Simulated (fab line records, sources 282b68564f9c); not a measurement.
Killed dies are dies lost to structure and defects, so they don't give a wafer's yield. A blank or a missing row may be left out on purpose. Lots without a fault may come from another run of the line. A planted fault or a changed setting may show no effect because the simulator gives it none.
Which tool did it? | flow rit_cmos | 15 lots, 45 wafers sampled, at 2 steps of a route of 202

WHAT THE GAUGES READ, wafer by wafer
The record holds no reading of a measuring or inspecting step that can be judged against a usual standard deviation.

WHICH TOOL RAN EACH LOT (tool, then ch and the chambers of the sampled wafers, then the start)
lot  | RIT_PSD_COAT_01                  | RIT_M1_PROBE_99
L470 | litho_track-03 ch 0, day 3 10:11 | -
L471 | litho_track-04 ch 0, day 3 16:24 | -
L472 | litho_track-04 ch 0, day 3 17:48 | -
L473 | litho_track-04 ch 0, day 3 22:22 | -
L474 | litho_track-04 ch 0, day 3 23:47 | -
L475 | litho_track-04 ch 0, day 4 02:26 | -
L476 | litho_track-04 ch 0, day 4 10:33 | -
L477 | litho_track-04 ch 0, day 4 16:19 | -
L480 | litho_track-04 ch 0, day 5 06:58 | -
L483 | litho_track-04 ch 0, day 5 21:33 | prober-01, day 6 07:04
L488 | litho_track-01 ch 0, day 6 22:26 | -
L489 | litho_track-03 ch 0, day 7 01:31 | -
L490 | litho_track-01 ch 0, day 7 05:25 | prober-02, day 7 14:41
L491 | litho_track-01 ch 0, day 7 10:55 | -
L493 | litho_track-03 ch 0, day 8 01:31 | -
- RIT_PSD_COAT_01: resist thk 1000 nm.
- RIT_M1_PROBE_99

WHAT THE TOOLS THEMSELVES READ (means of the sampled wafers that have a number; where no wafer has one, the mark that the record gives instead)
RIT_PSD_COAT_01.
lot  | tool           | chill_plate_temp_C (C) | spin_speed_rpm (rpm)
L470 | litho_track-03 | 23.10                  | 3247.4
L471 | litho_track-04 | 23.11                  | 3250.3
L472 | litho_track-04 | 22.90                  | 3248.6
L473 | litho_track-04 | 22.92                  | 3250.1
L474 | litho_track-04 | 22.92                  | 3249.7
L475 | litho_track-04 | 22.86                  | 3252.0
L476 | litho_track-04 | 22.94                  | 3250.6
L477 | litho_track-04 | 22.90                  | 3411.9
L480 | litho_track-04 | 23.02                  | 3411.9
L483 | litho_track-04 | 23.10                  | 3413.7
L488 | litho_track-01 | 23.00                  | 3248.1
L489 | litho_track-03 | 23.05                  | 3249.6
L490 | litho_track-01 | 23.16                  | 3249.5
L491 | litho_track-01 | 22.93                  | 3250.6
L493 | litho_track-03 | 23.02                  | 3247.3

RIT_M1_PROBE_99.
lot  | tool      | killed_at_M0_to_M3 | killed_at_contacts | killed_at_front_end | killed_dies | killed_open | killed_short
L483 | prober-01 | 0.0                | 0.0                | 6                   | 6           | 3.0         | 3.0
L490 | prober-02 | 0.0                | 0.0                | 7                   | 7           | 2.7         | 4.0

THE ANSWER, worked out from the rows above alone
Rule: what is usual is taken from the lots themselves. Put in order of their means at a reading, lots are off if they are a third of the lots or fewer, leave a main group of 4 or more, and stand apart from it by a gap of 3 or more times the standard deviation of the main group's means; of several such gaps the widest counts. A main group whose means are all the same, to the digits that the tables above print for the reading, isn't used. A lot without any number at a reading at which 4 lots or more have one is off too. The other lots that the step has rows for count as sound. The gauges are gone through in route order, then the tools' own readings, and for those a lot's mean is taken as printed above. The first step at which some lot is off is used, and at that step the reading that is off furthest; a lot without a number counts as furthest.
Off: L477, L480, L483, at RIT_PSD_COAT_01 (spin_speed_rpm). The main group: mean 3249.5 rpm, standard deviation 1.3.
A tool fits if, at that step or a process step before it, it ran every lot that is off, and no sound lot after the first of them. One fits: litho_track-04 at RIT_PSD_COAT_01. Its last sound lot is L476 (day 4 10:33), its first lot that is off L477 (day 4 16:19): a fault that began between those two fits.
The tool's own readings at RIT_PSD_COAT_01 bear it out: on the lots that are off they differ by more than 5 times the standard deviation of the sound lots' means. spin_speed_rpm reads 3412.5 rpm there against 3249.5 rpm on the sound lots.

WHAT THE SIMULATOR HAD PUT IN
Process parameter drift: litho_track-04, from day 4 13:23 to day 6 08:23, at RIT_PSD_COAT_01. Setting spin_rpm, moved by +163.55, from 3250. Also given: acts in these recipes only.
Lots struck among those shown: L477, L480, L483. The rule above found the same.
